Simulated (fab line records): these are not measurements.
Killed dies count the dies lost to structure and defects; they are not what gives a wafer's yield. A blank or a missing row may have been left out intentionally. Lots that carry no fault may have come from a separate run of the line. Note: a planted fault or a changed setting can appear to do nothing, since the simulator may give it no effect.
fab line records + flow ritCmos
[record]
- lots = 14
- wafers = 42
- lastDay = 6
route steps=202 shown PRETRO@71 M1@202
lots that met no fault: from a run of the same line without faults
startH: the number of hours between the record's first day and the start of the first shown wafer of the lot + waitH: hours from the lot's prior step to this one + " unchanged from the row above + L1.1+2: one row covering several wafers at once + - value missing, or start not given + * or withheld: withheld + < > ~ a bound
route shown NAME@n: NAME is a module with steps in the file, n the number in the route of the first one + usual: mean and standard deviation over wafers with no fault + same: alike in all rows + chamber/n: place in a boat + sites: the reading at each site + _std_site: standard deviation across them + _edge_site: outer sites' mean less inner sites' + radiusMm: how far each site lies from the wafer's centre + mask NAME#n: copy n + behind: the last tool/chamber to shape the wafer + hold: what put the lot on hold/how long, in hours/how the hold closed + device: names the non-switching transistor (n, p or np) + end of line: the tests these same wafers got at the end of their route + a step given without rows: its recipe and nothing more + killed: at the first sort, the dies lost to defects and structure; wafer yield is something else + map: a wafer's dies, x killed, . not, _ none there
set.NAME: the setting that was run; set.NAME@STEP: the one run at that earlier step + model.NAME: the simulator's own value behind a step, which no gauge read
the route's steps for a sample of lots (tables are steps, rows are wafers)
[[steps]]
[step RIT_PRETRO_HARDBAKE_07]
[recipe]
- resist = NOVOLAK
- tempC = 140
- timeS = 120
[usual]
- heaterPowerTotalW = 52.02/0.061
- plateTempC = 139.99/0.15
| lot.wafer | tool          | chamber | startH | waitH | heaterPowerTotalW | plateTempC |
|-----------|---------------|---------|--------|-------|-------------------|------------|
| L394.1    | lithoTrack-02 | 0       | 36.36  | 0.0   | 52.04             | 139.74     |
| L394.2    | "             | 0       | "      | "     | 52.07             | 139.76     |
| L394.5    | "             | 0       | "      | "     | 51.96             | 139.85     |
| L395.3    | lithoTrack-02 | 0       | 40.95  | 0.1   | 52.04             | 139.88     |
| L395.4    | "             | 0       | "      | "     | 52.07             | 139.71     |
| L395.6    | "             | 0       | "      | "     | 52.00             | 139.90     |
| L397.2    | lithoTrack-01 | 0       | 50.61  | 0.1   | 51.93             | 140.22     |
| L397.5    | "             | 0       | "      | "     | 52.04             | 140.23     |
| L397.6    | "             | 0       | "      | "     | 51.95             | 140.38     |
| L398.1    | lithoTrack-01 | 0       | 56.22  | 0.1   | 52.01             | 139.70     |
| L398.2    | "             | 0       | "      | "     | 52.05             | 139.93     |
| L398.5    | "             | 0       | "      | "     | 51.95             | 139.83     |
| L399.3    | lithoTrack-01 | 0       | 61.15  | 0.1   | 52.13             | 139.80     |
| L399.5    | "             | 0       | "      | "     | 52.04             | 139.94     |
| L399.6    | "             | 0       | "      | "     | 52.04             | 140.12     |
| L402.1    | lithoTrack-02 | 0       | 79.56  | 0.1   | 51.99             | 140.12     |
| L402.2    | "             | 0       | "      | "     | 51.93             | 140.07     |
| L402.4    | "             | 0       | "      | "     | 52.04             | 140.08     |
| L403.1    | lithoTrack-03 | 0       | 84.05  | 0.0   | 52.07             | 139.95     |
| L403.2    | "             | 0       | "      | "     | 51.95             | 140.05     |
| L403.3    | "             | 0       | "      | "     | 51.96             | 140.05     |
| L404.2    | lithoTrack-03 | 0       | 88.84  | 0.1   | 51.94             | 139.94     |
| L404.3    | "             | 0       | "      | "     | 51.99             | 139.78     |
| L404.4    | "             | 0       | "      | "     | 51.94             | 139.86     |
| L405.2    | lithoTrack-02 | 0       | 92.91  | 0.1   | 52.03             | 139.97     |
| L405.4    | "             | 0       | "      | "     | 52.11             | 140.09     |
| L405.5    | "             | 0       | "      | "     | 51.99             | 139.92     |
| L406.2    | lithoTrack-01 | 0       | 97.02  | 0.1   | 52.05             | 140.17     |
| L406.3    | "             | 0       | "      | "     | 51.97             | 140.00     |
| L406.6    | "             | 0       | "      | "     | 51.90             | 140.03     |
| L407.3    | lithoTrack-01 | 0       | 101.15 | 0.1   | 51.90             | 139.99     |
| L407.5    | "             | 0       | "      | "     | 52.08             | 140.01     |
| L407.6    | "             | 0       | "      | "     | 52.08             | 140.12     |
| L408.2    | lithoTrack-01 | 0       | 107.04 | 0.1   | 55.15             | 146.30     |
| L408.3    | "             | 0       | "      | "     | 55.12             | 146.35     |
| L408.5    | "             | 0       | "      | "     | 55.17             | 146.32     |
| L409.2    | lithoTrack-03 | 0       | 110.66 | 0.1   | 52.01             | 140.01     |
| L409.3    | "             | 0       | "      | "     | 52.07             | 140.16     |
| L409.6    | "             | 0       | "      | "     | 51.98             | 140.01     |
| L411.1    | lithoTrack-01 | 0       | 121.10 | 0.0   | 55.00             | 146.07     |
| L411.3    | "             | 0       | "      | "     | 55.05             | 146.21     |
| L411.6    | "             | 0       | "      | "     | 55.08             | 146.11     |
[step RIT_M1_PROBE_99]
[usual]
- killedAtContacts = 0.0/0.22
- killedAtFrontEnd = 6.9/3
- killedDies = 6.9/3
- killedOnRim = 1.9/1.5
- killedOpen = 3.5/2
- killedShort = 3.4/2.1
[same]
- grossDies = 264
- killed_at_M0_to_M3 = 0
- killed_at_M4_up = 0
- killedAtBackSide = 0
- killedAtOther = 0
| lot.wafer | tool      | chamber | startH | waitH | killedAtContacts | killedAtFrontEnd | killedDies | killedOnRim | killedOpen | killedShort |
|-----------|-----------|---------|--------|-------|------------------|------------------|------------|-------------|------------|-------------|
| L394.1    | prober-02 | -       | 66.48  | 0.1   | 1                | 14               | 15         | 6           | 10         | 5           |
| L394.2    | prober-02 | -       | 66.53  | 0.1   | 0                | 9                | 9          | 5           | 7          | 1           |
| L394.5    | prober-02 | -       | 66.68  | 0.2   | 0                | 10               | 10         | 2           | 4          | 5           |
| L395.3    | prober-01 | -       | 69.73  | 0.2   | 0                | 9                | 9          | 2           | 4          | 5           |
| L395.4    | prober-01 | -       | 69.78  | 0.2   | 0                | 7                | 7          | 2           | 2          | 5           |
| L395.6    | prober-01 | -       | 69.88  | 0.2   | 1                | 7                | 8          | 4           | 3          | 5           |
| L397.2    | prober-01 | -       | 78.27  | 0.1   | 0                | 4                | 4          | 1           | 1          | 3           |
| L397.5    | prober-01 | -       | 78.42  | 0.2   | 0                | 9                | 9          | 2           | 3          | 6           |
| L397.6    | prober-01 | -       | 78.47  | 0.2   | 0                | 7                | 7          | 0           | 3          | 4           |
| L398.1    | prober-02 | -       | 82.84  | 0.1   | 0                | 9                | 9          | 4           | 3          | 6           |
| L398.2    | prober-02 | -       | 82.89  | 0.1   | 0                | 6                | 6          | 1           | 3          | 3           |
| L398.5    | prober-02 | -       | 83.04  | 0.2   | 0                | 5                | 5          | 1           | 2          | 3           |
| L399.3    | prober-01 | -       | 89.54  | 0.2   | 0                | 7                | 7          | 1           | 4          | 3           |
| L399.5    | prober-01 | -       | 89.64  | 0.2   | 0                | 1                | 1          | 0           | 0          | 1           |
| L399.6    | prober-01 | -       | 89.69  | 0.2   | 0                | 5                | 5          | 3           | 2          | 3           |
| L402.1    | prober-02 | -       | 106.86 | 0.1   | 0                | 4                | 4          | 1           | 3          | 1           |
| L402.2    | prober-02 | -       | 106.91 | 0.1   | 1                | 5                | 6          | 2           | 2          | 4           |
| L402.4    | prober-02 | -       | 107.01 | 0.2   | 0                | 6                | 6          | 2           | 3          | 3           |
| L403.1    | prober-01 | -       | 110.48 | 0.1   | 0                | 7                | 7          | 3           | 1          | 6           |
| L403.2    | prober-01 | -       | 110.53 | 0.1   | 0                | 11               | 11         | 3           | 2          | 9           |
| L403.3    | prober-01 | -       | 110.58 | 0.2   | 0                | 7                | 7          | 1           | 3          | 4           |
| L404.2    | prober-02 | -       | 115.87 | 0.1   | 0                | 8                | 8          | 3           | 4          | 4           |
| L404.3    | prober-02 | -       | 115.92 | 0.2   | 0                | 5                | 5          | 2           | 2          | 3           |
| L404.4    | prober-02 | -       | 115.97 | 0.2   | 0                | 4                | 4          | 1           | 3          | 1           |
| L405.2    | prober-01 | -       | 117.96 | 0.1   | 0                | 5                | 5          | 2           | 3          | 2           |
| L405.4    | prober-01 | -       | 118.06 | 0.2   | 0                | 7                | 7          | 1           | 2          | 5           |
| L405.5    | prober-01 | -       | 118.11 | 0.2   | 0                | 7                | 7          | 1           | 4          | 3           |
| L406.2    | prober-02 | -       | 123.52 | 0.1   | 0                | 11               | 11         | 3           | 4          | 7           |
| L406.3    | prober-02 | -       | 123.57 | 0.2   | 0                | 8                | 8          | 2           | 6          | 2           |
| L406.6    | prober-02 | -       | 123.72 | 0.2   | 0                | 9                | 9          | 0           | 4          | 5           |
| L407.3    | prober-01 | -       | 126.43 | 0.2   | 0                | 6                | 6          | 3           | 4          | 2           |
| L407.5    | prober-01 | -       | 126.53 | 0.2   | 0                | 5                | 5          | 3           | 3          | 2           |
| L407.6    | prober-01 | -       | 126.58 | 0.2   | 0                | 9                | 9          | 2           | 4          | 5           |
| L408.2    | prober-02 | -       | 132.54 | 0.1   | 0                | 7                | 7          | 1           | 3          | 4           |
| L408.3    | prober-02 | -       | 132.59 | 0.2   | 0                | 3                | 3          | 1           | 1          | 2           |
| L408.5    | prober-02 | -       | 132.69 | 0.2   | 0                | 4                | 4          | 1           | 3          | 1           |
| L409.2    | prober-01 | -       | 136.25 | 0.1   | 0                | 8                | 8          | 2           | 2          | 6           |
| L409.3    | prober-01 | -       | 136.30 | 0.2   | 0                | 4                | 4          | 1           | 3          | 1           |
| L409.6    | prober-01 | -       | 136.45 | 0.2   | 0                | 9                | 9          | 3           | 3          | 6           |
| L411.1    | prober-01 | -       | 146.64 | 0.1   | 0                | 7                | 7          | 3           | 2          | 4           |
| L411.3    | prober-01 | -       | 146.74 | 0.2   | 0                | 4                | 4          | 3           | 2          | 2           |
| L411.6    | prober-01 | -       | 146.89 | 0.2   | 0                | 8                | 8          | 1           | 4          | 4           |
// killed by level:class
L394.1 SPACER:geometricParticle:open=3 SILICIDE:geometricParticle:open=3 FOX1:geometricParticle:short=2 FOX1:geometricParticle:open=2 FOX2:geometricParticle:short=1 GATE:geometricParticle:short=1 GATE:geometricParticle:open=1 SILICIDE:geometricParticle:short=1
L394.2 FOX2:geometricParticle:open=2 GATE:geometricParticle:open=2 FOX1:geometricParticle:open=1 FOX2:geometricParticle:short=1 SPACER:geometricParticle:open=1 SILICIDE:geometricParticle:open=1 ACTIVE:coatMicrobubblePrinted=1
L394.5 GATE:geometricParticle:open=2 SPACER:geometricParticle:short=2 FOX1:geometricParticle:open=1 FOX1:geometricParticle:short=1 FOX2:geometricParticle:open=1 FOX2:geometricParticle:short=1 GATE:geometricParticle:short=1 NWELL:coatMicrobubblePrinted=1
L395.3 GATE:geometricParticle:open=3 FOX1:geometricParticle:short=2 GATE:geometricParticle:short=1 REOX:geometricParticle:short=1 SPACER:geometricParticle:open=1 SILICIDE:geometricParticle:short=1
L395.4 GATE:geometricParticle:short=2 SPACER:geometricParticle:short=2 FOX1:geometricParticle:short=1 FOX2:geometricParticle:open=1 SPACER:geometricParticle:open=1
L395.6 GATE:geometricParticle:short=2 GATE:geometricParticle:open=2 FOX1:geometricParticle:short=1 FOX2:geometricParticle:short=1 SPACER:geometricParticle:short=1 CONTACT:geometricParticle:open=1
L397.2 GATE:geometricParticle:short=2 FOX1:geometricParticle:short=1 REOX:geometricParticle:open=1
L397.5 GATE:geometricParticle:short=3 REOX:geometricParticle:short=2 SPACER:geometricParticle:open=2 GATE:geometricParticle:open=1 SPACER:geometricParticle:short=1
L397.6 GATE:geometricParticle:short=2 FOX1:geometricParticle:open=1 FOX2:geometricParticle:short=1 GATE:geometricParticle:open=1 SPACER:geometricParticle:open=1 SPACER:geometricParticle:short=1
L398.1 REOX:geometricParticle:short=3 GATE:geometricParticle:short=2 FOX1:geometricParticle:open=1 GATE:geometricParticle:open=1 SILICIDE:geometricParticle:open=1 SILICIDE:geometricParticle:short=1
L398.2 GATE:geometricParticle:short=3 GATE:geometricParticle:open=3
L398.5 SPACER:geometricParticle:short=3 GATE:geometricParticle:open=1 SILICIDE:geometricParticle:open=1
L399.3 REOX:geometricParticle:open=3 FOX2:geometricParticle:open=1 FOX2:geometricParticle:short=1 GATE:geometricParticle:short=1 SPACER:geometricParticle:short=1
L399.5 GATE:geometricParticle:short=1
L399.6 FOX1:geometricParticle:short=1 FOX2:geometricParticle:short=1 GATE:geometricParticle:short=1 GATE:geometricParticle:open=1 REOX:geometricParticle:open=1
L402.1 GATE:geometricParticle:open=2 GATE:geometricParticle:short=1 SPACER:geometricParticle:open=1
L402.2 GATE:geometricParticle:open=2 FOX1:geometricParticle:short=1 REOX:geometricParticle:short=1 SILICIDE:geometricParticle:short=1 CONTACT:geometricParticle:short=1
L402.4 FOX1:geometricParticle:short=1 GATE:geometricParticle:short=1 GATE:geometricParticle:open=1 REOX:geometricParticle:open=1 SPACER:geometricParticle:short=1 SILICIDE:geometricParticle:open=1
L403.1 GATE:geometricParticle:short=4 REOX:geometricParticle:short=2 FOX2:geometricParticle:open=1
L403.2 REOX:geometricParticle:short=4 FOX1:geometricParticle:short=2 GATE:geometricParticle:open=2 GATE:geometricParticle:short=2 SILICIDE:geometricParticle:short=1
L403.3 GATE:geometricParticle:short=2 SPACER:geometricParticle:short=2 FOX1:geometricParticle:open=1 GATE:geometricParticle:open=1 REOX:geometricParticle:open=1
L404.2 GATE:geometricParticle:open=3 GATE:geometricParticle:short=2 FOX1:geometricParticle:short=1 FOX1:geometricParticle:open=1 SILICIDE:geometricParticle:short=1
L404.3 GATE:geometricParticle:short=2 FOX1:geometricParticle:open=1 GATE:geometricParticle:open=1 SPACER:geometricParticle:short=1
L404.4 FOX1:geometricParticle:open=1 FOX2:geometricParticle:open=1 REOX:geometricParticle:open=1 REOX:geometricParticle:short=1
L405.2 SILICIDE:geometricParticle:open=2 FOX1:geometricParticle:open=1 GATE:geometricParticle:short=1 REOX:geometricParticle:short=1
L405.4 GATE:geometricParticle:short=3 REOX:geometricParticle:open=1 SPACER:geometricParticle:short=1 SILICIDE:geometricParticle:short=1 SILICIDE:geometricParticle:open=1
L405.5 REOX:geometricParticle:open=2 SILICIDE:geometricParticle:open=2 REOX:geometricParticle:short=1 SPACER:geometricParticle:short=1 SILICIDE:geometricParticle:short=1
L406.2 SILICIDE:geometricParticle:short=3 FOX2:geometricParticle:short=2 GATE:geometricParticle:open=2 GATE:geometricParticle:short=2 REOX:geometricParticle:open=1 SILICIDE:geometricParticle:open=1
L406.3 REOX:geometricParticle:open=2 SPACER:geometricParticle:open=2 GATE:geometricParticle:open=1 REOX:geometricParticle:short=1 SPACER:geometricParticle:short=1 SILICIDE:geometricParticle:open=1
L406.6 FOX2:geometricParticle:short=3 SILICIDE:geometricParticle:open=2 GATE:geometricParticle:short=1 GATE:geometricParticle:open=1 REOX:geometricParticle:short=1 SPACER:geometricParticle:open=1
L407.3 SPACER:geometricParticle:short=2 FOX1:geometricParticle:open=1 FOX2:geometricParticle:open=1 REOX:geometricParticle:open=1 SILICIDE:geometricParticle:open=1
L407.5 GATE:geometricParticle:open=3 GATE:geometricParticle:short=2
L407.6 GATE:geometricParticle:open=2 GATE:geometricParticle:short=2 FOX1:geometricParticle:open=1 FOX1:geometricParticle:short=1 FOX2:geometricParticle:short=1 REOX:geometricParticle:short=1 SPACER:geometricParticle:open=1
L408.2 REOX:geometricParticle:short=3 REOX:geometricParticle:open=2 SPACER:geometricParticle:open=1 SILICIDE:geometricParticle:short=1
L408.3 FOX2:geometricParticle:short=1 GATE:geometricParticle:open=1 REOX:geometricParticle:short=1
L408.5 GATE:geometricParticle:open=3 GATE:geometricParticle:short=1
L409.2 GATE:geometricParticle:short=2 SPACER:geometricParticle:short=2 FOX2:geometricParticle:open=1 REOX:geometricParticle:open=1 REOX:geometricParticle:short=1 SILICIDE:geometricParticle:short=1
L409.3 GATE:geometricParticle:open=2 SPACER:geometricParticle:open=1 SILICIDE:geometricParticle:short=1
L409.6 FOX1:geometricParticle:open=2 GATE:geometricParticle:short=2 REOX:geometricParticle:short=2 FOX2:geometricParticle:short=1 REOX:geometricParticle:open=1 SPACER:geometricParticle:short=1
L411.1 FOX1:geometricParticle:open=1 FOX1:geometricParticle:short=1 GATE:geometricParticle:open=1 GATE:geometricParticle:short=1 REOX:geometricParticle:short=1 SPACER:geometricParticle:short=1 NWELL:coatMicrobubblePrinted=1
L411.3 FOX1:geometricParticle:open=1 GATE:geometricParticle:short=1 SPACER:geometricParticle:short=1 SPACER:geometricParticle:open=1
L411.6 GATE:geometricParticle:open=2 FOX1:geometricParticle:short=1 FOX2:geometricParticle:open=1 GATE:geometricParticle:short=1 REOX:geometricParticle:short=1 REOX:geometricParticle:open=1 SILICIDE:geometricParticle:short=1
[[key]]
[firstSign]
- step = RIT_PRETRO_HARDBAKE_07
- reading = heaterPowerTotalW
- direction = up
- sigmas = 50
- usual = 52.02
- struck = 55.09
[effect]
- step = RIT_PRETRO_HARDBAKE_07
- reading = plateTempC
- direction = up
- sigmas = 41
- usual = *
- struck = *
metAt RIT_PRETRO_HARDBAKE_07
struckLots L408,L411
testerLeftOut L408,L411
onsetBetween 101.15 107.04
[fault]
- kind = processParameterDrift
- tool = lithoTrack-01
- chamber = -
- onsetH = 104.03
- steps = RIT_PRETRO_HARDBAKE_07
- channel = tempC
- offset = *
- shape = step
- endH = 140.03
- actsIn = *
- stated = *
// testerLeftOut: of these lots the tester's yield and bins aren't shown, on N5 and GAA mostly nor the transistor test; their killed dies are dies lost to structure and defects alone, not to doping, threshold or leakage, so they don't give the yield
